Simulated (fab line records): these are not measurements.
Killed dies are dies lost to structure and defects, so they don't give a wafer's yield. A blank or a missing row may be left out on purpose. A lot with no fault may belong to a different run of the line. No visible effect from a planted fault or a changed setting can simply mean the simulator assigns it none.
fab line records	flow rit-cmos
[record] lots = 5	wafers = 15	last-day = 7
route steps=202 shown PRETRO@72 GATE@75 FOX2@80 REOX@98 NLDD@103 SDANNEAL@155 M1@202
lots that met no fault: taken from a fault-free run of the same line
start-h: hours from the record's first day to the start of the lot's first wafer shown	wait-h: hours elapsed since this lot's preceding step	" the same as in the row above	L1.1+2: several wafers, shown together as one row	- no value present, or no start provided	* or withheld: withheld	< > ~ a bound
route shown NAME@n: NAME is a module with steps in the file, n the number in the route of the first one	usual: average and standard deviation across the fault-free wafers	same: alike in all rows	chamber/n: place in a boat	sites: per-site readings	_std_site: their standard deviation	_edge_site: the outer-site mean with the inner-site mean subtracted	radius-mm: how far each site lies from the wafer's centre	mask NAME#n: copy n	behind: the last tool/chamber to shape the wafer	hold: what put the lot on hold/how long, in hours/how the hold closed	device: names the non-switching transistor (n, p or np)	end of line: the same wafers' tests at the end of the route	where a step has no rows: the recipe by itself	killed: dies that structure and defects cost at the first sort, which is not the same as the wafer's yield	map: dies across one wafer; x = killed, . = not, _ = none there
set.NAME: the run value of the setting; set.NAME@STEP: its run value at that earlier step	model.NAME: the simulator's own value behind a step, which no gauge read
lots at some steps of the route; a table a step, a row a wafer
services: from which hour (start-h, from the record's first day; less than 0 if before it) a tool's chamber was out of use, for how many hours, and why
[[steps]]
[step RIT_PRETRO_IMPLANT_08]
[recipe] species = B	energy-kev = 45	dose-cm2 = 1.2e+13	tilt-deg = 7
[step RIT_PRETRO_STRIP_09]
[recipe] chemistry = O2	time-s = 180	resist = NOVOLAK	platen-temp-c = withheld	power-w = 500	pressure-mtorr = 4000	o2-flow-sccm = 4000
[usual] drypump-motor-current-A = 5.8/0.47
lot.wafer	tool	chamber	start-h	wait-h	drypump-motor-current-A	rf-hours-counter-h
L659.2	plasma-asher-02	0	40.28	0.1	6.3	40
L659.3	"	1	"	"	5.9	-
L659.5	"	0	"	"	6.4	-
L664.1	plasma-asher-02	1	64.00	0.1	6.0	42
L664.2	"	0	"	"	6.3	42
L664.3	"	0	"	"	6.3	-
L674.1	plasma-asher-02	0	113.15	0.1	6.3	48
L674.2	"	1	"	"	5.9	48
L674.4	"	0	"	"	6.4	-
L678.2	plasma-asher-02	1	132.91	0.1	5.9	50
L678.5	"	1	"	"	5.9	-
L678.6	"	0	"	"	6.3	-
L681.2	plasma-asher-01	0	147.56	0.2	5.0	52
L681.3	"	0	"	"	5.1	-
L681.6	"	1	"	"	6.2	-
[step RIT_PRETRO_TW_MEAS_10]
[usual] PRETRO_TW = 472/3.4
lot.wafer	tool	chamber	start-h	wait-h	PRETRO_TW
L659.2	film-metro-02	-	40.46	0.1	468
L659.3	"	-	"	"	474
L659.5	"	-	"	"	471
L664.1	film-metro-02	-	64.17	0.1	469
L664.2	"	-	"	"	471
L664.3	"	-	"	"	471
L674.1	film-metro-01	-	113.32	0.1	469
L674.2	"	-	"	"	468
L674.4	"	-	"	"	468
L678.2	film-metro-01	-	133.10	0.1	470
L678.5	"	-	"	"	468
L678.6	"	-	"	"	470
L681.2	film-metro-01	-	147.74	0.1	471
L681.3	"	-	"	"	474
L681.6	"	-	"	"	470
[step RIT_GATE_WET_ETCH_00]
[recipe] chemistry = BOE	target = SiO2	target-depth-nm = 56	time-s = 60	dry = n2-spin	dilution = 10:1	temp-c = 21.5
[step RIT_GATE_CLEAN_01]
[recipe] chemistry = SC1	mix = 3:3:50	time-s = 600	temp-c = 75
[step RIT_GATE_CLEAN_02]
[recipe] chemistry = dHF	dilution = 50:1	time-s = 30
[step RIT_GATE_CLEAN_03]
[recipe] chemistry = SC2	mix = 3:3:50	time-s = 600	temp-c = 75	dry = n2-spin
[step RIT_GATE_CLEAN_04]
[recipe] chemistry = dHF	dilution = 50:1	time-s = 60	dry = n2-spin
[step RIT_FOX2_THK_MEAS_91]
[recipe] reads = SiO2_of_FOX2_OXIDATION_00
[usual] FIELD_OXIDE_LEFT_2_THK = 255/7.3
lot.wafer	tool	chamber	start-h	wait-h	FIELD_OXIDE_LEFT_2_THK[nm]
L659.2	film-metro-03	-	40.94	0.0	253
L659.3	"	-	"	"	252
L659.5	"	-	"	"	248
L664.1	film-metro-03	-	64.67	0.0	242
L664.2	"	-	"	"	246
L664.3	"	-	"	"	245
L674.1	film-metro-02	-	113.80	0.0	239
L674.2	"	-	"	"	241
L674.4	"	-	"	"	234
L678.2	film-metro-01	-	133.60	0.0	263
L678.5	"	-	"	"	261
L678.6	"	-	"	"	261
L681.2	film-metro-02	-	148.22	0.0	254
L681.3	"	-	"	"	257
L681.6	"	-	"	"	257
[step RIT_GATE_OXIDATION_05]
[recipe] temp-c = 900	ambient = O2	target-thk-a = 30	ox-time-s = 270
[step RIT_GATE_ANNEAL_06]
[recipe] temp-c = 900	time-s = 600	ambient = N2O
[step RIT_GATE_THK_MEAS_07]
[recipe] reads = SiO2_of_GATE_OXIDATION_05
[usual] GATE_OXIDE_THK = 3.02/0.07
lot.wafer	tool	chamber	start-h	wait-h	GATE_OXIDE_THK[nm]
L659.2	film-metro-03	-	44.59	0.0	3.02
L659.3	"	-	"	"	2.96
L659.5	"	-	"	"	2.99
L664.1	film-metro-01	-	66.05	0.0	2.96
L664.2	"	-	"	"	2.99
L664.3	"	-	"	"	3.02
L674.1	film-metro-02	-	117.30	0.0	2.98
L674.2	"	-	"	"	3.02
L674.4	"	-	"	"	2.98
L678.2	film-metro-02	-	138.49	0.0	2.98
L678.5	"	-	"	"	2.94
L678.6	"	-	"	"	2.98
L681.2	film-metro-01	-	150.72	0.0	2.93
L681.3	"	-	"	"	2.86
L681.6	"	-	"	"	2.93
[step RIT_GATE_CVD_08]
[recipe] material = poly-Si	target-thk-nm = 250	temp-c = 610	precursor = SiH4	time-s = 2220	pressure-mtorr = 300	sih4-flow-sccm = 100
[usual] spike-tc-centre-C = 612.0/1.9
lot.wafer	tool	chamber	start-h	wait-h	spike-tc-centre-C	model.poly-Si_of_GATE_CVD_08.thk-nm
L659.2	lpcvd-01	1	44.64	0.0	610.3	248.1
L659.3	"	1	"	"	609.9	248.7
L659.5	"	1	"	"	608.8	246.8
L664.1	lpcvd-02	0	66.11	0.1	614.1	250.6
L664.2	"	0	"	"	612.1	249.6
L664.3	"	0	"	"	614.9	249.7
L674.1	lpcvd-01	0	117.36	0.1	612.3	248.6
L674.2	"	0	"	"	611.0	249.8
L674.4	"	0	"	"	613.6	249.6
L678.2	lpcvd-02	1	139.38	0.9	613.9	167.4
L678.5	"	1	"	"	612.9	167
L678.6	"	1	"	"	612.2	167.7
L681.2	lpcvd-01	1	150.77	0.0	607.6	252.7
L681.3	"	1	"	"	609.3	252.5
L681.6	"	1	"	"	610.2	251.3
[step RIT_GATE_THK_MEAS_09]
[recipe] reads = poly-Si_of_GATE_CVD_08
[usual] GATE_POLY_THK = 249.4/2.6
lot.wafer	tool	chamber	start-h	wait-h	hold	GATE_POLY_THK[nm]
L659.2	film-metro-02	-	46.27	0.0	-	248.1
L659.3	"	-	"	"	-	248.9
L659.5	"	-	"	"	-	247.0
L664.1	film-metro-02	-	67.73	0.0	-	250.7
L664.2	"	-	"	"	-	249.4
L664.3	"	-	"	"	-	249.7
L674.1	film-metro-01	-	118.98	0.0	-	248.6
L674.2	"	-	"	"	-	249.9
L674.4	"	-	"	"	-	249.6
L678.2	film-metro-02	-	141.01	0.0	await-dispo/0.2h/release	167.4
L678.5	"	-	"	"	await-dispo/0.2h/release	166.9
L678.6	"	-	"	"	await-dispo/0.2h/release	167.7
L678.2	film-metro-02	-	141.24	0.2	-	167.5
L678.5	"	-	"	"	-	167.0
L678.6	"	-	"	"	-	167.7
L681.2	film-metro-02	-	152.40	0.0	-	252.7
L681.3	"	-	"	"	-	252.5
L681.6	"	-	"	"	-	251.2
[step RIT_GATE_COAT_11]
[recipe] resist = NOVOLAK	spin-rpm = 4250	resist-thk-nm = 850
[step RIT_GATE_SOFTBAKE_12]
[recipe] resist = NOVOLAK	temp-c = 90	time-s = 60
[step RIT_GATE_EXPOSE_13]
[recipe] mask-id = M6	na = 0.6	source-shape = conventional	sigma-outer = 0.6	target-cd-nm = 150	dose-mj = 380
[step RIT_GATE_PEB_14]
[recipe] resist = NOVOLAK	temp-c = withheld	time-s = withheld
[step RIT_GATE_DEVELOP_15]
[recipe] resist = NOVOLAK	develop-time-s = 50	dev-temp-c = 23
[step RIT_GATE_CD_MEAS_16]
[recipe] target-cd-nm = 150
[usual] cd-nm = 150.7/2.5
lot.wafer	tool	chamber	start-h	wait-h	cd-nm
L659.2	cd-sem-01	-	47.31	-	150.3
L659.3	"	-	"	"	150.7
L659.5	"	-	"	"	150.9
L664.1	cd-sem-01	-	68.76	-	150.0
L664.2	"	-	"	"	147.7
L664.3	"	-	"	"	151.2
L674.1	cd-sem-02	-	120.08	-	151.0
L674.2	"	-	"	"	151.4
L674.4	"	-	"	"	149.5
L678.2	cd-sem-01	-	145.41	-	151.9
L678.5	"	-	"	"	151.2
L678.6	"	-	"	"	151.1
L681.2	cd-sem-02	-	153.47	-	150.2
L681.3	"	-	"	"	151.6
L681.6	"	-	"	"	150.2
[step RIT_GATE_OVL_MEAS_17]
[usual] GATE_OVL = 0.1/1.5
lot.wafer	tool	chamber	start-h	wait-h	GATE_OVL[nm]
L659.2	overlay-01	-	47.42	0.1	0.6
L659.3	"	-	"	"	-0.2
L659.5	"	-	"	"	0.1
L664.1	overlay-01	-	68.88	0.1	-1.4
L664.2	"	-	"	"	-1.4
L664.3	"	-	"	"	-0.2
L674.1	overlay-02	-	120.20	0.1	1.8
L674.2	"	-	"	"	1.8
L674.4	"	-	"	"	0.7
L678.2	overlay-02	-	145.52	0.1	-2.4
L678.5	"	-	"	"	-2.1
L678.6	"	-	"	"	-1.2
L681.2	overlay-02	-	153.58	0.1	0.2
L681.3	"	-	"	"	2.4
L681.6	"	-	"	"	0.5
[step RIT_GATE_HARDBAKE_18]
[recipe] resist = NOVOLAK	temp-c = 140	time-s = 60
[step RIT_GATE_ETCH_19]
[recipe] chemistry = SF6/CHF3/O2	time-s = 165	SF6_flow_sccm = 30	CHF3_flow_sccm = 30	O2_flow_sccm = 5	target = poly-Si	pressure-mtorr = 40	rf-w = 160	target-depth-a = 3125	over-etch-frac = 0.25	stop-on = SiO2
[usual] drypump-motor-current-A = 5.6/0.4	oes-product-au = 0.859/0.014	throttle-valve-pct = 10.25/0.11
lot.wafer	tool	chamber	start-h	wait-h	drypump-motor-current-A	oes-product-au	rf-hours-counter-h	throttle-valve-pct	model.etch.depth-nm	model.GATE.feature-depth-nm
L659.2	rie-si-02	0	47.71	0.1	6.2	0.861	99	10.04	248.1	248.1
L659.3	"	3	"	"	5.0	0.870	1	10.19	248.7	248.7
L659.5	"	2	"	"	5.3	0.871	-	10.29	246.8	246.8
L664.1	rie-si-01	3	69.07	0.1	5.8	0.863	132	10.42	250.6	250.6
L664.2	"	2	"	"	5.8	0.841	1	10.34	249.6	249.6
L664.3	"	0	"	"	6.1	0.845	82	10.31	249.7	249.7
L674.1	rie-si-01	3	120.39	0.1	5.8	0.866	132	10.41	248.6	248.6
L674.2	"	0	"	"	6.1	0.848	82	10.28	249.8	249.8
L674.4	"	2	"	"	5.8	0.842	2	10.35	249.6	249.6
L678.2	rie-si-01	3	145.70	0.1	5.8	0.674	133	10.40	167.4	167.4
L678.5	"	0	"	"	6.1	0.647	-	10.30	167	167
L678.6	"	1	"	"	5.5	0.648	-	10.11	167.7	167.7
L681.2	rie-si-02	3	153.77	0.1	5.0	0.877	2	10.18	252.7	252.7
L681.3	"	0	"	"	6.2	0.875	100	10.06	252.5	252.5
L681.6	"	0	"	"	6.2	0.865	-	10.05	251.3	251.3
[step RIT_GATE_STRIP_20]
[recipe] chemistry = O2	time-s = 180	resist = NOVOLAK	platen-temp-c = withheld	power-w = 500	pressure-mtorr = 4000	o2-flow-sccm = 4000
[usual] drypump-motor-current-A = 5.8/0.45
lot.wafer	tool	chamber	start-h	wait-h	drypump-motor-current-A	rf-hours-counter-h
L659.2	plasma-asher-04	0	47.82	0.1	6.2	39
L659.3	"	0	"	"	6.2	-
L659.5	"	0	"	"	6.2	-
L664.1	plasma-asher-04	1	69.18	0.1	5.5	41
L664.2	"	0	"	"	6.2	41
L664.3	"	0	"	"	6.2	-
L674.1	plasma-asher-01	0	120.50	0.1	5.0	50
L674.2	"	1	"	"	6.3	50
L674.4	"	1	"	"	6.2	-
L678.2	plasma-asher-03	0	145.81	0.1	5.9	35
L678.5	"	1	"	"	5.8	-
L678.6	"	0	"	"	5.9	-
L681.2	plasma-asher-01	0	153.87	0.1	5.0	53
L681.3	"	0	"	"	5.1	-
L681.6	"	1	"	"	6.3	-
[step RIT_GATE_CD_MEAS_90]
[recipe] target-cd-nm = 150
[usual] cd-nm = 150.7/2.5
lot.wafer	tool	chamber	start-h	wait-h	cd-nm
L659.2	cd-sem-01	-	48.01	0.1	150.5
L659.3	"	-	"	"	150.0
L659.5	"	-	"	"	151.4
L664.1	cd-sem-01	-	69.35	0.1	150.0
L664.2	"	-	"	"	147.9
L664.3	"	-	"	"	150.9
L674.1	cd-sem-01	-	120.67	0.1	151.1
L674.2	"	-	"	"	151.8
L674.4	"	-	"	"	149.8
L678.2	cd-sem-02	-	146.00	0.1	152.0
L678.5	"	-	"	"	151.4
L678.6	"	-	"	"	151.9
L681.2	cd-sem-01	-	154.07	0.1	150.6
L681.3	"	-	"	"	151.4
L681.6	"	-	"	"	150.2
[step RIT_REOX_CLEAN_00]
[recipe] chemistry = SC1	mix = 3:3:50	time-s = 600	temp-c = 75
[step RIT_REOX_CLEAN_01]
[recipe] chemistry = dHF	dilution = 50:1	time-s = 30
[step RIT_REOX_CLEAN_02]
[recipe] chemistry = SC2	mix = 3:3:50	time-s = 600	temp-c = 75	dry = n2-spin
[step RIT_REOX_OXIDATION_03]
[recipe] temp-c = 900	ambient = O2	target-thk-a = 252	ox-time-s = 5580
[step RIT_REOX_THK_MEAS_04]
[recipe] reads = SiO2_of_REOX_OXIDATION_03
[usual] REOX_OXIDE_THK = 24.8/0.57
lot.wafer	tool	chamber	start-h	wait-h	REOX_OXIDE_THK[nm]
L659.2	film-metro-04	-	51.17	0.0	25.4
L659.3	"	-	"	"	25.7
L659.5	"	-	"	"	25.4
L664.1	film-metro-03	-	72.41	0.0	25.2
L664.2	"	-	"	"	24.8
L664.3	"	-	"	"	24.9
L674.1	film-metro-04	-	124.60	0.0	24.5
L674.2	"	-	"	"	24.9
L674.4	"	-	"	"	25.0
L678.2	film-metro-04	-	149.71	0.0	24.6
L678.5	"	-	"	"	24.7
L678.6	"	-	"	"	24.6
L681.2	film-metro-03	-	157.10	0.0	25.1
L681.3	"	-	"	"	25.3
L681.6	"	-	"	"	24.7
[step RIT_NLDD_HMDS_00]
[recipe] prime-time-s = 60	prime-temp-c = 140
[step RIT_NLDD_COAT_01]
[recipe] resist = NOVOLAK	spin-rpm = 3250	resist-thk-nm = 1000
[step RIT_NLDD_SOFTBAKE_02]
[recipe] resist = NOVOLAK	temp-c = 90	time-s = 60
[step RIT_NLDD_EXPOSE_03]
[recipe] mask-id = M7	na = 0.57	target-cd-nm = 40700	dose-mj = 250
[step RIT_NLDD_PEB_04]
[recipe] resist = NOVOLAK	temp-c = withheld	time-s = withheld
[step RIT_NLDD_DEVELOP_05]
[recipe] resist = NOVOLAK	develop-time-s = 50	dev-temp-c = 23
[step RIT_NLDD_OVL_MEAS_06]
[usual] NLDD_OVL = 0.1/1.4
lot.wafer	tool	chamber	start-h	wait-h	NLDD_OVL[nm]
L659.2	overlay-02	-	52.07	-	2.0
L659.3	"	-	"	"	1.8
L659.5	"	-	"	"	0.1
L664.1	overlay-02	-	73.58	-	1.9
L664.2	"	-	"	"	1.5
L664.3	"	-	"	"	1.9
L674.1	overlay-02	-	125.64	-	0.6
L674.2	"	-	"	"	0.0
L674.4	"	-	"	"	2.5
L678.2	overlay-02	-	150.87	-	0.2
L678.5	"	-	"	"	-0.6
L678.6	"	-	"	"	-1.4
L681.2	overlay-01	-	158.00	-	1.0
L681.3	"	-	"	"	-3.6
L681.6	"	-	"	"	-2.4
[step RIT_NLDD_HARDBAKE_07]
[recipe] resist = NOVOLAK	temp-c = 140	time-s = 60
[step RIT_NLDD_IMPLANT_08]
[recipe] species = P	energy-kev = 20	dose-cm2 = 5e+14	tilt-deg = 7
[step RIT_NLDD_STRIP_09]
[recipe] chemistry = O2	time-s = 180	resist = NOVOLAK	platen-temp-c = withheld	power-w = 500	pressure-mtorr = 4000	o2-flow-sccm = 4000
[usual] drypump-motor-current-A = 6.00/0.28
lot.wafer	tool	chamber	start-h	wait-h	drypump-motor-current-A	rf-hours-counter-h
L659.2	plasma-asher-04	0	52.40	0.1	6.23	40
L659.3	"	0	"	"	6.21	-
L659.5	"	0	"	"	6.22	-
L664.1	plasma-asher-03	1	73.92	0.1	5.82	28
L664.2	"	0	"	"	5.94	28
L664.3	"	1	"	"	5.82	-
L674.1	plasma-asher-03	1	125.98	0.1	5.80	33
L674.2	"	0	"	"	5.94	33
L674.4	"	1	"	"	5.80	-
L678.2	plasma-asher-02	0	151.39	0.3	6.33	52
L678.5	"	0	"	"	6.32	-
L678.6	"	1	"	"	5.92	-
L681.2	plasma-asher-02	1	158.33	0.1	5.96	53
L681.3	"	0	"	"	6.34	-
L681.6	"	1	"	"	5.94	-
[step RIT_NLDD_TW_MEAS_10]
[usual] NLDD_TW = 2490/26
lot.wafer	tool	chamber	start-h	wait-h	NLDD_TW
L659.2	film-metro-01	-	52.59	0.1	2475
L659.3	"	-	"	"	2467
L659.5	"	-	"	"	2474
L664.1	film-metro-01	-	74.09	0.1	2490
L664.2	"	-	"	"	2493
L664.3	"	-	"	"	2491
L674.1	film-metro-01	-	126.15	0.1	2463
L674.2	"	-	"	"	2454
L674.4	"	-	"	"	2461
L678.2	film-metro-01	-	151.58	0.1	2465
L678.5	"	-	"	"	2483
L678.6	"	-	"	"	2478
L681.2	film-metro-03	-	158.52	0.1	2533
L681.3	"	-	"	"	2507
L681.6	"	-	"	"	2520
[step RIT_SDANNEAL_CLEAN_02]
[recipe] chemistry = SC2	mix = 3:3:50	time-s = 600	temp-c = 75	dry = n2-spin
lot.wafer	tool	chamber	start-h	wait-h	model.poly-Si_of_GATE_CVD_08.thk-nm
L659.2	wet-bench-03	1	60.07	0.0	163.3
L659.3	"	1	"	"	160.8
L659.5	"	1	"	"	159.5
L664.1	wet-bench-01	3	81.76	0.0	162.7
L664.2	"	3	"	"	162.2
L664.3	"	3	"	"	165.1
L674.1	wet-bench-01	3	134.46	0.0	161.1
L674.2	"	3	"	"	164.6
L674.4	"	3	"	"	163.4
L678.2	wet-bench-01	0	160.82	0.0	83.15
L678.5	"	0	"	"	81.42
L678.6	"	0	"	"	83.7
L681.2+6	wet-bench-04	3	165.81	0.0	166.6
L681.3	"	3	"	"	168
[step RIT_M1_PROBE_99]
[usual] killed-at-contacts = 0.1/0.24	killed-at-front-end = 7/3.2	killed-dies = 7/3.2	killed-open = 3.6/2.1	killed-short = 3.5/2
[same] gross-dies = 264	killed_at_M0_to_M3 = 0	killed_at_M4_up = 0	killed-at-back-side = 0	killed-at-other = 0
lot.wafer	tool	chamber	start-h	wait-h	killed-at-contacts	killed-at-front-end	killed-dies	killed-open	killed-short
L664.1	prober-02	-	89.45	0.1	0	3	3	2	1
L664.2	prober-02	-	89.50	0.1	0	1	1	0	1
L664.3	prober-02	-	89.55	0.2	0	1	1	1	0
L678.2	prober-02	-	168.65	0.1	0	5	5	1	4
L678.5	prober-02	-	168.80	0.2	0	14	14	6	8
L678.6	prober-02	-	168.85	0.2	1	3	4	4	0
// killed by level:class
L664.1 GATE:geometric-particle:short=1 GATE:geometric-particle:open=1 SILICIDE:geometric-particle:open=1
L664.2 GATE:geometric-particle:short=1
L664.3 REOX:geometric-particle:open=1
L678.2 GATE:geometric-particle:short=2 FOX1:geometric-particle:short=1 FOX2:geometric-particle:short=1 GATE:geometric-particle:open=1
L678.5 SILICIDE:geometric-particle:open=3 GATE:geometric-particle:short=2 REOX:geometric-particle:short=2 SPACER:geometric-particle:short=2 SPACER:geometric-particle:open=2 SILICIDE:geometric-particle:short=2 REOX:geometric-particle:open=1
L678.6 GATE:geometric-particle:open=3 CONTACT:geometric-particle:open=1
[[services]]
tool	chamber	start-h	hours	kind
plasma-asher-03	-	27.07	0.7	repair
plasma-asher-02	-	33.44	0.7	repair
rie-si-02	3	63.02	0.9	repair
rie-si-01	1	68.24	-	clean
rie-si-01	1	68.24	23.4	scheduled-down
rie-si-01	1	68.24	23.4	vent-cycle
lpcvd-01	-	91.45	0.5	repair
rie-si-02	0	92.27	17.3	repair
rie-si-02	3	100.43	4.9	repair
plasma-asher-04	-	108.75	9.0	pm
plasma-asher-04	0	108.75	9.0	vent-cycle
plasma-asher-04	1	108.75	9.0	vent-cycle
plasma-asher-03	-	109.64	4.5	repair
plasma-asher-04	0	117.75	-	clean
plasma-asher-04	1	117.75	-	clean
rie-si-01	2	122.60	3.7	repair
plasma-asher-04	-	135.38	1.3	repair
plasma-asher-04	-	138.57	1.2	repair
wet-bench-03	-	149.80	8.0	repair
rie-si-01	-	164.03	2.8	pm
[[key]]
[first-sign] step = RIT_GATE_THK_MEAS_09	reading = visit	direction = added
[effect] step = RIT_GATE_THK_MEAS_09	reading = GATE_POLY_THK	direction = down	sigmas = 31	usual = 249.4	struck = 167.4
[effect] step = RIT_GATE_ETCH_19	reading = oes-product-au	direction = down	sigmas = 15	usual = 0.859	struck = 0.656
[model-effect] step = RIT_GATE_CVD_08	value = poly-Si_of_GATE_CVD_08.thk-nm	without = 249.9	struck = 167.4
[model-effect] step = RIT_GATE_ETCH_19	value = etch.depth-nm	without = 249.9	struck = 167.4
[model-effect] step = RIT_SDANNEAL_CLEAN_02	value = poly-Si_of_GATE_CVD_08.thk-nm	without = 165.2	struck = 82.76
met-at RIT_GATE_CVD_08
struck-wafers L678.2,L678.5,L678.6
tester-left-out L678
also-fits RIT_PRETRO_STRIP_09:plasma-asher-02
[fault] kind = process-parameter-drift	tool = lpcvd-02	chamber = 1	onset-h = 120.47	steps = RIT_GATE_CVD_08	channel = target-thk-nm	offset = -82.5	shape = step	end-h = 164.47	acts-in = these-recipes-only	stated = 250
// tester-left-out: of these lots the tester's yield and bins aren't shown, on N5 and GAA mostly nor the transistor test; their killed dies are dies lost to structure and defects alone, not to doping, threshold or leakage, so they don't give the yield
